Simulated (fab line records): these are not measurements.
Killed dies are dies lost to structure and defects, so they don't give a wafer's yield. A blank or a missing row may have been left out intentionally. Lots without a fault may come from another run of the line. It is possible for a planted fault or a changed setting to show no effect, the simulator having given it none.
Split-lot study + flow rit-cmos + 5 lots, 27 wafers read, on a route of 202 steps

ABOUT THE SPLIT
At RIT_SPACER_CVD_03 (deposits Si3N4 from SiH2Cl2/NH3, target thk 250 nm, time 3300 s), the setting time-s was moved away from the recipe's 3300 s on 18 of the 27 wafers read, by -49.2% to +55.3%. All remaining wafers had this setting at the recipe value.

BETWEEN THE SPLIT AND THE READING: the file shows 1 step in between
- RIT_SPACER_THK_MEAS_04

THE READING
oes-product-au, in a.u., at RIT_SPACER_ETCHBACK_05 (etches Si3N4 in SF6/CHF3, stops on SiO2, target depth 250 nm, time 240 s). On this fab line, fault-free wafers typically give 0.842 a.u. with a standard deviation of 0.012 a.u.

| wafer  | tool, chamber at the split | time-s as run, s | against the recipe | oes-product-au, a.u. | against lot-mates on the recipe |
|--------|----------------------------|------------------|--------------------|----------------------|---------------------------------|
| L074.1 | -, -                       | 5124             | +55.3%             | 0.994                | no lot-mate on the recipe       |
| L074.2 | -, -                       | 5124             | +55.3%             | 0.992                | no lot-mate on the recipe       |
| L074.3 | -, -                       | 5124             | +55.3%             | 1.016                | no lot-mate on the recipe       |
| L074.4 | -, -                       | 5124             | +55.3%             | 0.978                | no lot-mate on the recipe       |
| L074.5 | -, -                       | 5124             | +55.3%             | 0.984                | no lot-mate on the recipe       |
| L074.6 | -, -                       | 5124             | +55.3%             | 0.999                | no lot-mate on the recipe       |
| L076.2 | lpcvd-01, 1                | 3300             | recipe             | 0.825                | -                               |
| L076.3 | lpcvd-01, 1                | 3300             | recipe             | 0.826                | -                               |
| L076.6 | lpcvd-01, 1                | 3300             | recipe             | 0.825                | -                               |
| L077.1 | -, -                       | 1810             | -45.2%             | 0.554                | no lot-mate on the recipe       |
| L077.2 | -, -                       | 1810             | -45.2%             | 0.574                | no lot-mate on the recipe       |
| L077.3 | -, -                       | 1810             | -45.2%             | 0.571                | no lot-mate on the recipe       |
| L077.4 | -, -                       | 1810             | -45.2%             | 0.571                | no lot-mate on the recipe       |
| L077.5 | -, -                       | 1810             | -45.2%             | 0.559                | no lot-mate on the recipe       |
| L077.6 | -, -                       | 1810             | -45.2%             | 0.566                | no lot-mate on the recipe       |
| L078.1 | -, -                       | 3300             | recipe             | 0.850                | -                               |
| L078.2 | -, -                       | 3300             | recipe             | 0.830                | -                               |
| L078.3 | -, -                       | 3300             | recipe             | 0.848                | -                               |
| L078.4 | -, -                       | 3300             | recipe             | 0.829                | -                               |
| L078.5 | -, -                       | 3300             | recipe             | 0.844                | -                               |
| L078.6 | -, -                       | 3300             | recipe             | 0.829                | -                               |
| L080.1 | -, -                       | 1677             | -49.2%             | 0.546                | no lot-mate on the recipe       |
| L080.2 | -, -                       | 1677             | -49.2%             | 0.532                | no lot-mate on the recipe       |
| L080.3 | -, -                       | 1677             | -49.2%             | 0.536                | no lot-mate on the recipe       |
| L080.4 | -, -                       | 1677             | -49.2%             | 0.543                | no lot-mate on the recipe       |
| L080.5 | -, -                       | 1677             | -49.2%             | 0.536                | no lot-mate on the recipe       |
| L080.6 | -, -                       | 1677             | -49.2%             | 0.541                | no lot-mate on the recipe       |

THE FIT
A straight line over all 27 wafers: oes-product-au changes by +0.00445 a.u. for each +1% of time-s; r = +0.98; the points scatter about the line by 0.039 a.u.
Too few moved wafers have a lot-mate on the recipe to fit a line with each lot's own level taken away.

THE WHOLE CHAIN: every reading that the file lists as answering this split, in the file's order
| step                   | what it does                                                             | reading                                                                        | change (the file's fit)                   | r (the file's) |
|------------------------|--------------------------------------------------------------------------|--------------------------------------------------------------------------------|-------------------------------------------|----------------|
| RIT_SPACER_CVD_03      | deposits Si3N4 from SiH2Cl2/NH3, target thk 250 nm, time 3300 s          | Si3N4_of_SPACER_CVD_03.thk-nm (the simulator's own value, which no gauge read) | +2.55 nm for each +1% of the setting      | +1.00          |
| RIT_SPACER_THK_MEAS_04 |                                                                          | SPACER_NITRIDE_THK                                                             | +2.55 for each +1% of the setting         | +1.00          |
| RIT_SPACER_ETCHBACK_05 | etches Si3N4 in SF6/CHF3, stops on SiO2, target depth 250 nm, time 240 s | oes-product-au                                                                 | +0.00446 a.u. for each +1% of the setting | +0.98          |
| RIT_SPACER_ETCHBACK_05 | etches Si3N4 in SF6/CHF3, stops on SiO2, target depth 250 nm, time 240 s | etch.depth-nm (the simulator's own value, which no gauge read)                 | +1.85 nm for each +1% of the setting      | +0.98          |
| RIT_SPACER_ETCHBACK_05 | etches Si3N4 in SF6/CHF3, stops on SiO2, target depth 250 nm, time 240 s | Si3N4_of_SPACER_CVD_03.thk-nm (the simulator's own value, which no gauge read) | +2 nm for each +1% of the setting         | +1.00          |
| RIT_M1_PROBE_99        |                                                                          | etest.pplus-sal.width-nm (the simulator's own value, which no gauge read)      | -3.02 nm for each +1% of the setting      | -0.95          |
| RIT_M1_PROBE_99        |                                                                          | etest.pwell-pinched.rs-ohm-sq (the simulator's own value, which no gauge read) | -2.04 for each +1% of the setting         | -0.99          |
| RIT_M1_PROBE_99        |                                                                          | etest.nwell-pinched.rs-ohm-sq (the simulator's own value, which no gauge read) | -1.65 for each +1% of the setting         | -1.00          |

FILE'S OWN FIT
oes-product-au changes by +0.00446 a.u. for each +1% of time-s, r = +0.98.
